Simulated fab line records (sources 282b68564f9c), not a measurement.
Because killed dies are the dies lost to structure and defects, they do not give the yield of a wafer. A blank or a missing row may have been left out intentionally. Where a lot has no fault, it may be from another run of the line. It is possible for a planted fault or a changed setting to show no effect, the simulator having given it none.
Lot-split experiment ; flow rit-cmos ; 23 wafers read from 5 lots, route of 202 steps

ON THE SPLIT
At RIT_REOX_CLEAN_00 (cleans in SC1, time 600 s), the setting time-s was moved away from the recipe's 600 s on 10 of the 23 wafers read, by -14.6% to +5.2%. The other wafers ran this setting at the recipe's value.

FROM THE SPLIT TO THE READING: what the file shows between them, 18 steps
- RIT_PLDD_COAT_01: resist thk 1000 nm (also split here: resist-thk-nm)
- RIT_PLDD_SOFTBAKE_02: time 60 s
- RIT_PLDD_EXPOSE_03: exposes mask M8, target cd 40900 nm
- RIT_PLDD_DEVELOP_05: develop time 50 s
- RIT_PLDD_HARDBAKE_07: time 60 s
- RIT_NSD_COAT_01: resist thk 1000 nm (also split here: resist-thk-nm)
- RIT_NSD_SOFTBAKE_02: time 60 s
- RIT_NSD_EXPOSE_03: exposes mask M9, target cd 40700 nm
- RIT_NSD_DEVELOP_05: develop time 50 s
- RIT_NSD_HARDBAKE_07: time 60 s
- RIT_NSD_IMPLANT_08 (also split here: dose-cm2)
- RIT_SDANNEAL_CLEAN_02: cleans in SC2, time 600 s (also split here: time-s)
- RIT_SDANNEAL_RTA_03: time 5 s
- RIT_SDANNEAL_RS_MEAS_05: measures by four-point-probe
- RIT_SILICIDE_SPUTTER_01: material Ti, target thk 30 nm, time 240 s (also split here: time-s)
- RIT_SILICIDE_RS_MEAS_02: measures by four-point-probe
- RIT_SILICIDE_THK_MEAS_03: measures by xrf
- RIT_CONTACT_COAT_03: resist thk 1000 nm (also split here: spin-rpm)

THE READING
The simulator's own value etest.pldd.width-nm, read by no gauge, in nm at RIT_M1_PROBE_99. The file gives no usual value for it. Here, 13 wafers ran the recipe; their average is 3166 nm with a standard deviation of 17 nm.

wafer;tool, chamber at the split;time-s as run, s;against the recipe;etest.pldd.width-nm, nm;against lot-mates on the recipe
L075.1;-, -;512.4;-14.6%;3021;no lot-mate on the recipe
L075.2;-, -;512.4;-14.6%;3018;no lot-mate on the recipe
L075.3;-, -;512.4;-14.6%;3026;no lot-mate on the recipe
L075.4;-, -;512.4;-14.6%;3024;no lot-mate on the recipe
L075.5;-, -;512.4;-14.6%;3021;no lot-mate on the recipe
L074.1;-, -;600;recipe;3176;-
L074.2;-, -;600;recipe;3173;-
L074.3;-, -;600;recipe;3164;-
L074.4;-, -;600;recipe;3183;-
L074.5;-, -;600;recipe;3163;-
L077.1;-, -;600;recipe;3166;-
L077.2;-, -;600;recipe;3176;-
L077.4;-, -;600;recipe;3164;-
L077.5;-, -;600;recipe;3170;-
L077.6;-, -;600;recipe;3135;-
L078.1;-, -;631.3;+5.2%;3191;no lot-mate on the recipe
L078.2;-, -;631.3;+5.2%;3186;no lot-mate on the recipe
L078.3;-, -;631.3;+5.2%;3194;no lot-mate on the recipe
L078.4;-, -;631.3;+5.2%;3184;no lot-mate on the recipe
L078.5;-, -;631.3;+5.2%;3185;no lot-mate on the recipe
L085.4;wet-bench-04, 1;600;recipe;3135;-
L085.5;wet-bench-04, 1;600;recipe;3197;-
L085.6;wet-bench-04, 1;600;recipe;3155;-

THE FIT
A straight line over all 23 wafers: etest.pldd.width-nm changes by +8.9 nm for each +1% of time-s; r = +0.97; the points scatter about the line by 17 nm.
Too few moved wafers with a lot-mate on the recipe to fit a line net of each lot's own level.

THE WHOLE CHAIN: every reading that the file lists as answering this split, in the file's order
step;what it does;reading;change (the file's fit);r (the file's)
RIT_REOX_CLEAN_00;cleans in SC1, time 600 s;poly-Si_of_GATE_CVD_08.thk-nm (the simulator's own value, which no gauge read);+1.5 nm for each +1% of the setting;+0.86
RIT_M1_PROBE_99;;etest.pldd.width-nm (the simulator's own value, which no gauge read);+8.88 nm for each +1% of the setting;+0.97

THE FILE'S OWN FIT
etest.pldd.width-nm changes by +8.88 nm for each +1% of time-s, r = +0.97.
